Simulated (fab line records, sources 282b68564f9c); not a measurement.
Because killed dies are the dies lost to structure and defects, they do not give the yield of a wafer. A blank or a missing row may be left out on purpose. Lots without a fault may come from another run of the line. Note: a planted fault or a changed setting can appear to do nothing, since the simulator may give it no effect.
Split-lot study / flow rit cmos / on a route of 202 steps: 5 lots, 23 wafers read

== THE SPLIT ITSELF ==
At RIT_PRETRO_IMPLANT_08, the setting energy kev was moved away from the recipe's 45 on 10 of the 23 wafers read, by -3.8% to +4.8%. This setting was run at the recipe's value on the other wafers.

The reading comes from the split's own step.

== THE READING ==
In nm, at RIT_PRETRO_IMPLANT_08: implant.drp nm, which is the simulator's own figure and was read by no gauge. The file gives no usual value for it.

wafer=L074.2; tool, chamber at the split=implanter-04, 0; energy kev as run=45; against the recipe=recipe; implant.drp nm, nm=55.07; against lot-mates on the recipe=-
wafer=L074.5; tool, chamber at the split=implanter-04, 0; energy kev as run=45; against the recipe=recipe; implant.drp nm, nm=55.07; against lot-mates on the recipe=-
wafer=L074.6; tool, chamber at the split=implanter-04, 0; energy kev as run=45; against the recipe=recipe; implant.drp nm, nm=55.07; against lot-mates on the recipe=-
wafer=L074.3; tool, chamber at the split=implanter-04, 0; energy kev as run=46.04; against the recipe=+2.3%; implant.drp nm, nm=55.82; against lot-mates on the recipe=+0.75
wafer=L074.4; tool, chamber at the split=implanter-04, 0; energy kev as run=46.04; against the recipe=+2.3%; implant.drp nm, nm=55.82; against lot-mates on the recipe=+0.75
wafer=L075.1; tool, chamber at the split=implanter-01, 0; energy kev as run=43.28; against the recipe=-3.8%; implant.drp nm, nm=53.81; against lot-mates on the recipe=-1.26
wafer=L075.2; tool, chamber at the split=implanter-01, 0; energy kev as run=43.28; against the recipe=-3.8%; implant.drp nm, nm=53.81; against lot-mates on the recipe=-1.26
wafer=L075.6; tool, chamber at the split=implanter-01, 0; energy kev as run=43.28; against the recipe=-3.8%; implant.drp nm, nm=53.81; against lot-mates on the recipe=-1.26
wafer=L075.3; tool, chamber at the split=implanter-01, 0; energy kev as run=45; against the recipe=recipe; implant.drp nm, nm=55.07; against lot-mates on the recipe=-
wafer=L075.5; tool, chamber at the split=implanter-01, 0; energy kev as run=45; against the recipe=recipe; implant.drp nm, nm=55.07; against lot-mates on the recipe=-
wafer=L078.1; tool, chamber at the split=implanter-03, 0; energy kev as run=45; against the recipe=recipe; implant.drp nm, nm=55.07; against lot-mates on the recipe=-
wafer=L078.2; tool, chamber at the split=implanter-03, 0; energy kev as run=45; against the recipe=recipe; implant.drp nm, nm=55.07; against lot-mates on the recipe=-
wafer=L078.4; tool, chamber at the split=implanter-03, 0; energy kev as run=45; against the recipe=recipe; implant.drp nm, nm=55.07; against lot-mates on the recipe=-
wafer=L078.5; tool, chamber at the split=implanter-03, 0; energy kev as run=47.17; against the recipe=+4.8%; implant.drp nm, nm=56.62; against lot-mates on the recipe=+1.55
wafer=L078.6; tool, chamber at the split=implanter-03, 0; energy kev as run=47.17; against the recipe=+4.8%; implant.drp nm, nm=56.62; against lot-mates on the recipe=+1.55
wafer=L079.1; tool, chamber at the split=implanter-04, 0; energy kev as run=46.82; against the recipe=+4.0%; implant.drp nm, nm=56.38; against lot-mates on the recipe=+1.31
wafer=L079.2; tool, chamber at the split=implanter-04, 0; energy kev as run=46.82; against the recipe=+4.0%; implant.drp nm, nm=56.38; against lot-mates on the recipe=+1.31
wafer=L079.4; tool, chamber at the split=implanter-04, 0; energy kev as run=46.82; against the recipe=+4.0%; implant.drp nm, nm=56.38; against lot-mates on the recipe=+1.31
wafer=L079.3; tool, chamber at the split=implanter-04, 0; energy kev as run=45; against the recipe=recipe; implant.drp nm, nm=55.07; against lot-mates on the recipe=-
wafer=L079.6; tool, chamber at the split=implanter-04, 0; energy kev as run=45; against the recipe=recipe; implant.drp nm, nm=55.07; against lot-mates on the recipe=-
wafer=L081.1; tool, chamber at the split=implanter-03, 0; energy kev as run=45; against the recipe=recipe; implant.drp nm, nm=55.07; against lot-mates on the recipe=-
wafer=L081.5; tool, chamber at the split=implanter-03, 0; energy kev as run=45; against the recipe=recipe; implant.drp nm, nm=55.07; against lot-mates on the recipe=-
wafer=L081.6; tool, chamber at the split=implanter-03, 0; energy kev as run=45; against the recipe=recipe; implant.drp nm, nm=55.07; against lot-mates on the recipe=-

THE FIT
A straight line over all 23 wafers: implant.drp nm changes by +0.325 nm for each +1% of energy kev; r = +1.00; the points scatter about the line by 0.0073 nm.
The same after taking each lot's own level away (the mean of its wafers on the recipe; 23 wafers): +0.325 nm for each +1%; r = +1.00; scatter 0.0073 nm.
On that fit, the largest move of energy kev shifts the reading by 1.6 nm.
The lots' own levels span 55.070 to 55.070 nm.
So the lot-to-lot level changes the slope little: the two slopes agree.
Check: with one of the wafers moved furthest among these (+4.8%) left out of the fit, the line predicts +1.57 nm for it against its lot-mates. It came out at +1.55 nm against them.

== OTHER SPLITS APPLIED TO THESE WAFERS ==
Before the reading, these wafers also passed through other splits. Each is held against what the fit with the lots' levels taken away leaves over:
other split on the same wafers=RIT_ACTIVE_CVD_03 pressure mtorr; wafers away from the commonest value=18; r with implant.drp nm (lot level and that fit taken away)=-0.32
other split on the same wafers=RIT_ACTIVE_EXPOSE_08 dose mj; wafers away from the commonest value=5; r with implant.drp nm (lot level and that fit taken away)=-0.27
other split on the same wafers=RIT_ACTIVE_ETCH_13 rf w; wafers away from the commonest value=8; r with implant.drp nm (lot level and that fit taken away)=+0.22
other split on the same wafers=RIT_NWELL_IMPLANT_08 dose cm2; wafers away from the commonest value=6; r with implant.drp nm (lot level and that fit taken away)=+0.37
other split on the same wafers=RIT_PWELL_SOFTBAKE_02 temp c; wafers away from the commonest value=8; r with implant.drp nm (lot level and that fit taken away)=+0.34
other split on the same wafers=RIT_PWELL_DEVELOP_05 develop time s; wafers away from the commonest value=7; r with implant.drp nm (lot level and that fit taken away)=+0.05

== THE WHOLE CHAIN: every reading that the file lists as answering this split, in the file's order ==
step=RIT_PRETRO_IMPLANT_08; what it does=; reading=implant.rp nm (the simulator's own value, which no gauge read); change (the file's fit)=+1.39 nm for each +1% of the setting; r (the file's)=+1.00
step=RIT_PRETRO_IMPLANT_08; what it does=; reading=implant.drp nm (the simulator's own value, which no gauge read); change (the file's fit)=+0.324 nm for each +1% of the setting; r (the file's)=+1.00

== FILE'S OWN FIT ==
implant.drp nm changes by +0.324 nm for each +1% of energy kev, r = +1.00.
